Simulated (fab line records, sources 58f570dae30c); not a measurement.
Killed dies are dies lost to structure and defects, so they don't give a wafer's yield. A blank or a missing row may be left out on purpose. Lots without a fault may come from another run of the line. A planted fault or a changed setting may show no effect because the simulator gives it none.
fab line records | flow berkeley_cmos170
record lots=15 wafers=45 last_day=13
route steps=331 shown ACTIVE@65 GATE@139 NSD@207 SILICIDE@214
lots that met no fault: from a run of the same line without faults
start_h: hours from the record's first day to the start of the lot's first wafer shown | wait_h: hours since the lot's step before | " the same as in the row above | L1.1+2: a row that stands for several wafers | - no value, or no start given | * or withheld: withheld | < > ~ a bound
route shown NAME@n: a module of which the file shows steps, and the number in the route of the first | usual: mean/standard deviation of fault-free wafers | same: alike in all rows | chamber/n: place in a boat | sites: the reading at each site | _std_site: their standard deviation | _edge_site: outer sites' mean less inner sites' | radius_mm: how far each site lies from the wafer's centre | mask NAME#n: copy n | behind: the tool/chamber that last shaped the wafer | hold: why the lot was held/for how many hours/how that ended | device: the transistor (n, p or np) that didn't switch | end of line: the same wafers' tests at the end of the route | a step without rows: its recipe alone | killed: dies lost to structure and defects at the first sort, not the wafer's yield | map: a wafer's dies, x killed, . not, _ none there
set.NAME: the setting as run; set.NAME@STEP: as run at that earlier step | model.NAME: the simulator's own value behind a step, which no gauge read
steps of the route over a sample of lots; a table a step, a row a wafer
services: from which hour (start_h, from the record's first day; less than 0 if before it) a tool's chamber was out of use, for how many hours, and why
## steps
# step UCB170_ACTIVE_CVD_05
# recipe material=Si3N4 target_thk_nm=220 temp_c=800 precursor=SiH2Cl2/NH3 time_s=3300 pressure_mtorr=200 sih2cl2_flow_sccm=25 nh3_flow_sccm=75
# usual zone_power_load_pct=22.4/0.45 zone_power_source_pct=21.1/1.3
# columns lot.wafer tool chamber start_h wait_h zone_power_load_pct zone_power_source_pct
L113.2 lpcvd-01 0 97.68 2.6 22.6 18.8
L113.3 " 0 " " 22.5 18.5
L113.4 " 0 " " 22.2 18.2
L115.3 lpcvd-02 0 101.80 0.0 21.8 22.3
L115.4 " 0 " " 22.0 22.0
L115.5 " 0 " " 21.9 22.0
L117.3 lpcvd-02 1 108.98 0.0 22.1 22.9
L117.4 " 1 " " 22.1 22.4
L117.5 " 1 " " 22.5 22.6
L120.1 lpcvd-02 0 127.57 0.0 21.7 22.1
L120.4 " 0 " " 21.9 21.8
L120.6 " 0 " " 22.0 22.2
L121.1 lpcvd-02 0 127.57 0.0 22.0 21.9
L121.4 " 0 " " 21.8 21.8
L121.5 " 0 " " 21.8 21.8
L122.2 lpcvd-02 0 127.57 0.0 21.7 21.7
L122.3 " 0 " " 21.6 21.9
L122.6 " 0 " " 22.1 21.7
L123.2 lpcvd-01 1 148.70 0.0 22.9 20.9
L123.3 " 1 " " 22.7 20.7
L123.5 " 1 " " 23.1 20.7
L124.3 lpcvd-01 1 148.70 0.0 22.8 20.8
L124.5 " 1 " " 22.8 20.7
L124.6 " 1 " " 22.8 20.7
L125.2 lpcvd-01 0 148.70 0.0 22.5 18.6
L125.4 " 0 " " 22.9 18.4
L125.6 " 0 " " 22.7 18.4
L126.2 lpcvd-01 1 148.70 0.0 23.0 21.4
L126.3 " 1 " " 23.2 20.6
L126.4 " 1 " " 22.9 20.9
L127.2 lpcvd-01 0 158.72 0.0 22.1 18.5
L127.5 " 0 " " 22.2 18.5
L127.6 " 0 " " 22.6 18.2
L128.2 lpcvd-01 1 158.72 0.0 22.7 20.7
L128.5 " 1 " " 22.9 21.3
L128.6 " 1 " " 22.9 20.5
L129.3 lpcvd-01 1 170.33 0.0 22.8 21.0
L129.4 " 1 " " 23.2 20.6
L129.5 " 1 " " 22.9 20.4
L134.2 lpcvd-01 1 208.06 0.0 22.8 21.0
L134.3 " 1 " " 23.2 21.1
L134.5 " 1 " " 23.2 20.9
L135.1 lpcvd-01 1 208.06 0.0 22.8 20.7
L135.4 " 1 " " 23.0 21.2
L135.6 " 1 " " 23.0 21.1
# step UCB170_ACTIVE_THK_MEAS_06
# recipe reads=Si3N4_of_ACTIVE_CVD_05
# usual ACTIVE_NITRIDE_THK=219.8/1.9
# columns lot.wafer tool chamber start_h wait_h ACTIVE_NITRIDE_THK[nm]
L113.2 film_metro-04 - 99.61 0.0 217.5
L113.3 " - " " 218.2
L113.4 " - " " 217.5
L115.3 film_metro-01 - 103.74 0.0 223.6
L115.4 " - " " 221.7
L115.5 " - " " 221.3
L117.3 film_metro-01 - 110.92 0.0 221.4
L117.4 " - " " 220.7
L117.5 " - " " 221.9
L120.1 film_metro-01 - 129.48 0.0 138.0
L120.4 " - " " 137.6
L120.6 " - " " 137.8
L121.1 film_metro-04 - 129.49 0.0 136.5
L121.4 " - " " 137.5
L121.5 " - " " 136.7
L122.2 film_metro-02 - 129.49 0.0 135.8
L122.3 " - " " 136.2
L122.6 " - " " 136.0
L123.2 film_metro-04 - 150.62 0.0 219.1
L123.3 " - " " 219.5
L123.5 " - " " 219.1
L125.2 film_metro-01 - 150.62 0.0 219.2
L125.4 " - " " 217.4
L125.6 " - " " 218.1
L126.2 film_metro-02 - 150.62 0.0 221.6
L126.3 " - " " 219.5
L126.4 " - " " 221.2
L124.3 film_metro-04 - 150.69 0.1 219.4
L124.5 " - " " 221.3
L124.6 " - " " 220.7
L127.2 film_metro-04 - 160.64 0.0 217.3
L127.5 " - " " 218.2
L127.6 " - " " 216.0
L128.2 film_metro-01 - 160.64 0.0 219.4
L128.5 " - " " 218.2
L128.6 " - " " 219.8
L129.3 film_metro-01 - 172.27 0.0 219.6
L129.4 " - " " 218.0
L129.5 " - " " 219.0
L135.1 film_metro-01 - 209.98 0.0 217.3
L135.4 " - " " 220.6
L135.6 " - " " 217.6
L134.2 film_metro-01 - 210.05 0.1 217.4
L134.3 " - " " 216.3
L134.5 " - " " 215.7
# step UCB170_ACTIVE_ETCH_15
# recipe chemistry=CH3F/Ar/O2 target=Si3N4 stop_on=SiO2 CH3F_flow_sccm=20 Ar_flow_sccm=50 O2_flow_sccm=7 pressure_mtorr=50 rf_w=450 target_depth_a=2420 over_etch_frac=0.1 time_s=155.6
# usual drypump_motor_current_A=5.8/0.41 oes_product_au=0.932/0.016 throttle_valve_pct=8.09/0.16
# columns lot.wafer tool chamber start_h wait_h drypump_motor_current_A oes_product_au rf_hours_counter_h throttle_valve_pct
L113.2 rie_diel-01 3 101.14 0.0 4.8 0.921 64 8.28
L113.3 " 0 " " 6.6 0.945 156 8.12
L113.4 " 1 " " 5.7 0.929 140 7.96
L115.3 rie_diel-02 2 104.90 0.0 5.7 0.931 97 8.08
L115.4 " 1 " " 5.8 0.942 71 7.85
L115.5 " 1 " " 5.8 0.945 - 7.86
L117.3 rie_diel-01 1 112.65 0.0 5.7 0.944 141 7.95
L117.4 " 2 " " 6.4 0.919 46 8.13
L117.5 " 1 " " 5.7 0.935 - 7.96
L122.2 rie_diel-02 1 130.54 0.0 5.8 0.726 72 7.85
L122.3 " 3 " " 5.4 0.701 124 7.80
L122.6 " 2 " " 5.7 0.714 - 8.07
L120.1 rie_diel-01 2 130.78 0.0 6.5 0.707 46 8.11
L120.4 " 0 " " 6.5 0.732 158 8.10
L120.6 " 0 " " 6.5 0.732 - 8.10
L121.1 rie_diel-04 2 131.06 0.0 5.8 0.727 54 8.22
L121.4 " 3 " " 5.9 0.713 19 8.24
L121.5 " 1 " " 6.4 0.721 - 7.98
L123.2 rie_diel-04 3 151.80 0.0 5.9 0.911 20 8.25
L123.3 " 2 " " 5.8 0.948 56 8.23
L123.5 " 1 " " 6.4 0.928 - 8.00
L126.2 rie_diel-01 1 151.92 0.0 5.7 0.936 142 7.97
L126.3 " 2 " " 6.5 0.917 47 8.14
L126.4 " 1 " " 5.7 0.931 - 7.97
L125.2 rie_diel-02 2 152.16 0.0 5.7 0.930 99 8.10
L125.4 " 3 " " 5.4 0.911 - 7.80
L125.6 " 1 " " 5.8 0.933 - 7.85
L124.3 rie_diel-04 1 152.40 0.0 6.4 0.917 43 7.97
L124.5 " 1 " " 6.5 0.931 - 7.99
L124.6 " 0 " " 5.6 0.949 - 8.23
L127.2 rie_diel-04 1 162.02 0.0 6.4 0.918 44 8.00
L127.5 " 3 " " 5.9 0.911 - 8.25
L127.6 " 2 " " 5.8 0.931 - 8.24
L128.2 rie_diel-02 2 162.02 0.0 5.7 0.926 99 8.09
L128.5 " 2 " " 5.7 0.923 - 8.09
L128.6 " 3 " " 5.4 0.916 - 7.83
L129.3 rie_diel-04 1 173.63 0.0 6.4 0.925 44 7.98
L129.4 " 3 " " 5.9 0.908 21 8.26
L129.5 " 2 " " 5.8 0.942 - 8.23
L135.1 rie_diel-04 1 211.86 0.0 6.4 0.915 46 7.99
L135.4 " 2 " " 5.8 0.944 - 8.22
L135.6 " 0 " " 5.6 0.949 - 8.22
L134.2 rie_diel-02 3 211.98 0.0 5.4 0.906 128 7.82
L134.3 " 0 " " 6.1 0.946 2 8.21
L134.5 " 2 " " 5.7 0.920 - 8.09
# step UCB170_GATE_OVL_MEAS_13
# usual GATE_OVL=-2/4.9
# columns lot.wafer tool chamber start_h wait_h GATE_OVL[nm]
L115.3 overlay-01 - 155.58 0.1 -7
L115.4 " - " " -3
L115.5 " - " " -4
L113.2 overlay-01 - 155.89 0.1 -7
L113.3 " - " " -9
L113.4 " - " " -6
L117.3 overlay-01 - 163.33 0.1 -3
L117.4 " - " " -1
L117.5 " - " " 0
L121.1 overlay-01 - 192.58 0.1 -5
L121.4 " - " " -10
L121.5 " - " " -9
L120.1 overlay-01 - 192.64 0.1 1
L120.4 " - " " 2
L120.6 " - " " 4
L122.2 overlay-01 - 192.70 0.1 -3
L122.3 " - " " -2
L122.6 " - " " -1
L124.3 overlay-02 - 214.72 0.1 2
L124.5 " - " " -2
L124.6 " - " " -1
L125.2 overlay-01 - 214.83 0.1 7
L125.4 " - " " 2
L125.6 " - " " 5
L126.2 overlay-02 - 214.95 0.1 1
L126.3 " - " " 2
L126.4 " - " " 0
L123.2 overlay-01 - 215.23 0.1 5
L123.3 " - " " 1
L123.5 " - " " 4
L128.2 overlay-01 - 220.14 0.1 -8
L128.5 " - " " -4
L128.6 " - " " -7
L127.2 overlay-02 - 220.52 0.1 -6
L127.5 " - " " 1
L127.6 " - " " -2
L129.3 overlay-01 - 230.83 0.1 3
L129.4 " - " " 1
L129.5 " - " " 0
L135.1 overlay-02 - 259.40 0.1 2
L135.4 " - " " 1
L135.6 " - " " 1
L134.2 overlay-02 - 259.64 0.1 -5
L134.3 " - " " -11
L134.5 " - " " -10
# step UCB170_SDANNEAL_RS_MEAS_03
# recipe thk_meas_gauge=four-point-probe
# usual NSD_RS=37.11/0.11
# columns lot.wafer tool chamber start_h wait_h NSD_RS[ohm/sq]
L115.3 film_metro-01 - 171.89 0.1 37.09
L115.4 " - " " 36.99
L115.5 " - " " 37.07
L113.2 film_metro-02 - 172.32 0.1 37.12
L113.3 " - " " 37.17
L113.4 " - " " 37.31
L117.3 film_metro-01 - 178.86 0.1 37.00
L117.4 " - " " 36.92
L117.5 " - " " 36.87
L121.1 film_metro-02 - 216.63 0.1 37.17
L121.4 " - " " 37.29
L121.5 " - " " 37.20
L122.2 film_metro-01 - 216.65 0.1 37.15
L122.3 " - " " 37.14
L122.6 " - " " 37.07
L120.1 film_metro-04 - 216.97 0.1 37.08
L120.4 " - " " 37.15
L120.6 " - " " 37.15
L125.2 film_metro-04 - 229.24 0.1 37.09
L125.4 " - " " 37.04
L125.6 " - " " 37.06
L124.3 film_metro-02 - 229.86 0.1 37.15
L124.5 " - " " 37.17
L124.6 " - " " 37.10
L123.2 film_metro-04 - 230.06 0.1 37.10
L123.3 " - " " 37.00
L123.5 " - " " 37.10
L126.2 film_metro-01 - 230.37 0.1 37.15
L126.3 " - " " 37.10
L126.4 " - " " 37.00
L128.2 film_metro-01 - 234.58 0.1 37.03
L128.5 " - " " 37.02
L128.6 " - " " 37.13
L127.2 film_metro-02 - 235.04 0.1 37.31
L127.5 " - " " 37.21
L127.6 " - " " 37.35
L129.3 film_metro-01 - 247.82 0.1 37.10
L129.4 " - " " 37.17
L129.5 " - " " 37.02
L135.1 film_metro-01 - 275.74 0.1 36.94
L135.4 " - " " 36.91
L135.6 " - " " 36.91
L134.2 film_metro-04 - 276.25 0.1 37.05
L134.3 " - " " 37.09
L134.5 " - " " 36.99
# step UCB170_SILICIDE_RTA_04
# recipe temp_c=650 time_s=15 ambient=N2
# usual lamp_power_pct=10.7/0.53 wafer_temp_C_max=652.5/0.58
# columns lot.wafer tool chamber start_h wait_h lamp_power_pct wafer_temp_C_max
L115.3 rtp_anneal-02 0 172.51 0.1 11.2 653.4
L115.4 " 0 " " 11.2 652.2
L115.5 " 0 " " 11.2 652.5
L113.2 rtp_anneal-01 0 172.95 0.1 10.2 652.1
L113.3 " 0 " " 10.2 652.6
L113.4 " 0 " " 10.2 653.1
L117.3 rtp_anneal-01 0 179.49 0.1 10.1 651.7
L117.4 " 0 " " 10.1 652.9
L117.5 " 0 " " 10.1 651.8
L121.1 rtp_anneal-02 0 217.27 0.1 11.2 651.7
L121.4 " 0 " " 11.2 652.8
L121.5 " 0 " " 11.2 651.4
L122.2 rtp_anneal-01 0 217.28 0.1 10.2 652.6
L122.3 " 0 " " 10.2 652.6
L122.6 " 0 " " 10.2 652.5
L120.1 rtp_anneal-01 0 217.61 0.1 10.2 652.3
L120.4 " 0 " " 10.2 652.4
L120.6 " 0 " " 10.1 651.9
L125.2 rtp_anneal-02 0 229.86 0.1 11.2 652.1
L125.4 " 0 " " 11.2 653.9
L125.6 " 0 " " 11.2 652.5
L124.3 rtp_anneal-02 0 230.49 0.1 11.2 652.1
L124.5 " 0 " " 11.2 652.9
L124.6 " 0 " " 11.2 654.3
L123.2 rtp_anneal-01 0 230.69 0.1 10.2 652.0
L123.3 " 0 " " 10.2 652.2
L123.5 " 0 " " 10.2 651.9
L126.2 rtp_anneal-02 0 231.00 0.1 11.2 652.9
L126.3 " 0 " " 11.2 652.7
L126.4 " 0 " " 11.2 653.5
L128.2 rtp_anneal-01 0 235.21 0.1 10.1 653.0
L128.5 " 0 " " 10.2 651.9
L128.6 " 0 " " 10.1 652.4
L127.2 rtp_anneal-02 0 235.67 0.1 11.2 652.6
L127.5 " 0 " " 11.2 653.2
L127.6 " 0 " " 11.2 652.3
L129.3 rtp_anneal-02 0 248.45 0.1 11.2 651.9
L129.4 " 0 " " 11.2 653.5
L129.5 " 0 " " 11.2 652.7
L135.1 rtp_anneal-01 0 276.38 0.1 10.2 652.8
L135.4 " 0 " " 10.2 653.0
L135.6 " 0 " " 10.2 652.6
L134.2 rtp_anneal-01 0 276.88 0.1 10.2 651.6
L134.3 " 0 " " 10.2 652.1
L134.5 " 0 " " 10.2 651.6
## services
# columns tool chamber start_h hours kind
rtp_anneal-01 - 75.81 0.3 repair
lpcvd-02 - 92.28 6.0 pm
rie_diel-02 - 107.11 1.0 repair
rie_diel-02 2 124.58 1.2 repair
rie_diel-01 1 133.93 4.3 repair
rie_diel-04 3 134.25 3.0 repair
rie_diel-04 - 136.60 0.8 repair
rie_diel-01 0 138.26 - clean
rie_diel-01 - 138.90 7.6 repair
rie_diel-02 0 139.21 9.1 repair
rtp_anneal-01 - 144.57 1.0 repair
rie_diel-02 0 148.35 - clean
rie_diel-02 0 148.35 14.3 scheduled_down
rie_diel-02 0 148.35 14.3 vent_cycle
rie_diel-04 - 148.61 0.8 repair
rie_diel-02 1 156.20 10.3 repair
lpcvd-01 - 161.07 0.7 repair
rie_diel-01 - 191.57 2.8 pm
rie_diel-04 3 204.64 27.2 repair
rie_diel-04 0 261.47 2.5 repair
rie_diel-02 3 272.23 - clean
rie_diel-02 3 272.23 16.2 scheduled_down
rie_diel-02 3 272.23 16.2 vent_cycle
rtp_anneal-02 - 276.13 4.2 pm
## key
first_sign step=UCB170_ACTIVE_THK_MEAS_06 reading=ACTIVE_NITRIDE_THK direction=down sigmas=43 usual=219.8 struck=136.9
effect step=UCB170_ACTIVE_ETCH_15 reading=oes_product_au direction=down sigmas=13 usual=0.932 struck=0.719
met_at UCB170_ACTIVE_CVD_05
struck_lots L120,L121,L122
tester_left_out L120,L121,L122
not_acting_at UCB170_GATE_OVL_MEAS_13,UCB170_SDANNEAL_RS_MEAS_03,UCB170_SILICIDE_RTA_04
onset_between 108.98 127.57
fault kind=process_parameter_drift tool=lpcvd-02 chamber=- onset_h=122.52 steps=UCB170_ACTIVE_CVD_05 channel=target_thk_nm offset=-84.052 shape=step end_h=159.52 acts_in=these_recipes_only stated=220
# tester_left_out: of these lots the tester's yield and bins aren't shown, on N5 and GAA mostly nor the transistor test; their killed dies are dies lost to structure and defects alone, not to doping, threshold or leakage, so they don't give the yield
